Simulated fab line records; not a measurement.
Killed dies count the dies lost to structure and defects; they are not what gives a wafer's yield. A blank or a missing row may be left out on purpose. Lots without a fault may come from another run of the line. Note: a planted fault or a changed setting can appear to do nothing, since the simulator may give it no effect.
8D (eight disciplines) problem report, filled in by code    flow ritCmos    the parts of the form that need people (team, actions taken, sign-off) are left out

## 1. PROBLEM STATEMENT
Mean of killedAtFrontEnd at RIT_M1_PROBE_99: 31.7 over 3 wafers from 1 lot, against 6.6 (standard deviation 2.8) on wafers with no fault. Measured from the usual mean, that is +9.0 standard deviations.
Earliest sighting: wafer L687.1 on prober-02 at day 5 23:25. The record has a number at this step for 39 wafers belonging to 13 lots. The rule behind "out" and "out of limits": a value lying over 4 standard deviations away from the usual mean. All remaining wafers that have a number are taken as sound.

## 2. WHAT IT IS, WHAT IT ISN'T
question                     is                            is not
which readings at this step  killedAtFrontEnd, killedDies  killed_at_M0_to_M3, killedAtContacts, killedOpen, killedShort
which lots                   L687                          L675, L676, L677, L678, L679, L680, L681, L683, L684, L685, L697, L698
which wafers of those lots   all that have a number        -
read on which tools          prober-02                     prober-01
when                         from day 5 23:25              up to then (30 sound wafers); but 6 sound wafers of L697, L698 came after

## 3. THE SUSPECTS, EACH WITH WHAT RULES IT OUT
Counting: a tool at a process step up to the reading stays a suspect if it ran every lot that is out and no sound lot after the first of them.
- wetBench-02 at RIT_FOX2_WET_ETCH_03 (etches Si3N4 in H3PO4, target depth 195 nm, time 2700 s): kept. It ran the lot that is out, L687 (day 4 08:24), and no sound lot after that; its last sound lot up to then is L685 (day 3 22:26).
- prober-02 at RIT_M1_PROBE_99: ruled out as a lasting fault. After its first lot that is out, L687 (day 5 23:25), sound lots L697 ran on it.
Left after counting: wetBench-02 at RIT_FOX2_WET_ETCH_03.

## 4. THE CAUSE (what the simulator had put in)
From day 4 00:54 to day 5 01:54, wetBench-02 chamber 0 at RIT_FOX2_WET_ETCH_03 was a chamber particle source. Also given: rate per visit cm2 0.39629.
This tool alone remained once counting was done.

## 5. SEQUENCE OF EFFECTS, ordered by route
One row per reading whose mean, taken over the struck wafers that have a number, lies over 3 standard deviations from the usual. Only readings for which the record gives a usual standard deviation are gone through. hours: the time from each lot's start at the first step in this table that gives one to its start at this step, as a median over the lots. sigmas: the change in usual standard deviations.
hours  step             reading           usual  on struck wafers  change  sigmas
0      RIT_M1_PROBE_99  killedAtFrontEnd  6.6    31.7              +25.1   +9.0
0      RIT_M1_PROBE_99  killedDies        6.6    31.7              +25.1   +9.0
0      RIT_M1_PROBE_99  killedOnRim       1.8    5.7               +3.9    +3.2
Its process steps:
- RIT_M1_PROBE_99

## 6. HOW IT WOULD HAVE BEEN CAUGHT EARLIER
In this record the first reading out of limits was taken at day 5 23:25, 47 hours after the fault began at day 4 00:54.
Of the tool readings at RIT_FOX2_WET_ETCH_03 for which the record gives a usual standard deviation, none was out on any struck wafer, so an alarm limit of 4 standard deviations on them would not have fired.
All the lots that are out (1) had begun RIT_FOX2_WET_ETCH_03 on wetBench-02 by day 5 23:25. Had the tool been put on hold then, not one of them would have been saved.
